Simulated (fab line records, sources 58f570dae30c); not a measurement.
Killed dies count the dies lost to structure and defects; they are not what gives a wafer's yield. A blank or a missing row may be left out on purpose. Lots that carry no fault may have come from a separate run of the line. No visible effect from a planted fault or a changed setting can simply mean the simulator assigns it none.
The same fault as seen by 2 desks    flow berkeley_cmos170    what lay behind the numbers comes last; until then each desk has only its own

FOR THE TOOL OWNER'S DESK: implanter-03
For each lot that ran on this tool, the mean over its sampled wafers that have a number, from the tool's own readings at UCB170_PVT_IMPLANT_07. Any lot whose mean is over 4 standard deviations away from the usual mean is out of limits and marked OUT; that distance is given in the brackets.
Columns: A = beam_on_s at UCB170_PVT_IMPLANT_07, usual 10.00 s; B = faraday_current_uA at UCB170_PVT_IMPLANT_07, usual 6.34
lot   first seen here  A      B
L500  day 7 02:25      10.07  6.31
L503  day 7 21:04      10.11  6.29
L502  day 7 21:23      9.74   6.49
L505  day 8 07:57      9.96   6.36
This desk's finding: nothing out of limits on any of the 4 lots.

THE METROLOGY DESK
Lot by lot, what the gauges showed, no matter which tool ran the lot: averages of those sampled wafers that carry a number. Any lot whose mean is over 4 standard deviations away from the usual mean is out of limits and marked OUT; that distance is given in the brackets. Only the readings that lie furthest out on some lot appear, 7 of the 11 it has.
Columns: A = NVT_TW at UCB170_NVT_TW_MEAS_09, usual 522; B = PVT_TW at UCB170_PVT_TW_MEAS_09, usual 505; C = FIELD_OXIDE_LEFT_2_THK at UCB170_FIELD_THK_MEAS_91, usual 356 nm; D = GATE_OXIDE_THK at UCB170_GATE_THK_MEAS_02, usual 6.64 nm; E = cd_nm at UCB170_GATE_CD_MEAS_12, usual 349.3 nm; F = GATE_OVL at UCB170_GATE_OVL_MEAS_13, usual 1 nm; G = cd_nm at UCB170_GATE_CD_MEAS_90, usual 349.3 nm
lot   first seen here  A    B    C    D     E      F   G
L497  day 6 14:51      530  504  352  6.77  349.1  5   348.7
L500  day 6 23:10      517  512  359  6.74  350.1  -1  350.3
L503  day 7 17:22      524  495  361  6.77  350.0  1   350.4
L502  day 7 17:32      531  495  364  6.60  350.2  -5  350.5
L505  day 8 05:30      522  497  338  6.80  349.7  1   350.1
L510  day 9 16:01      517  498  352  6.63  350.2  0   350.7
L516  day 10 18:04     525  511  364  6.57  347.2  9   347.3
This desk's finding: nothing out of limits on any of the 7 lots.

TAKEN TOGETHER
The desk of the tool owner found nothing out of limits.
The metrology desk saw nothing out of limits.

WHAT THE SIMULATOR HAD PUT IN
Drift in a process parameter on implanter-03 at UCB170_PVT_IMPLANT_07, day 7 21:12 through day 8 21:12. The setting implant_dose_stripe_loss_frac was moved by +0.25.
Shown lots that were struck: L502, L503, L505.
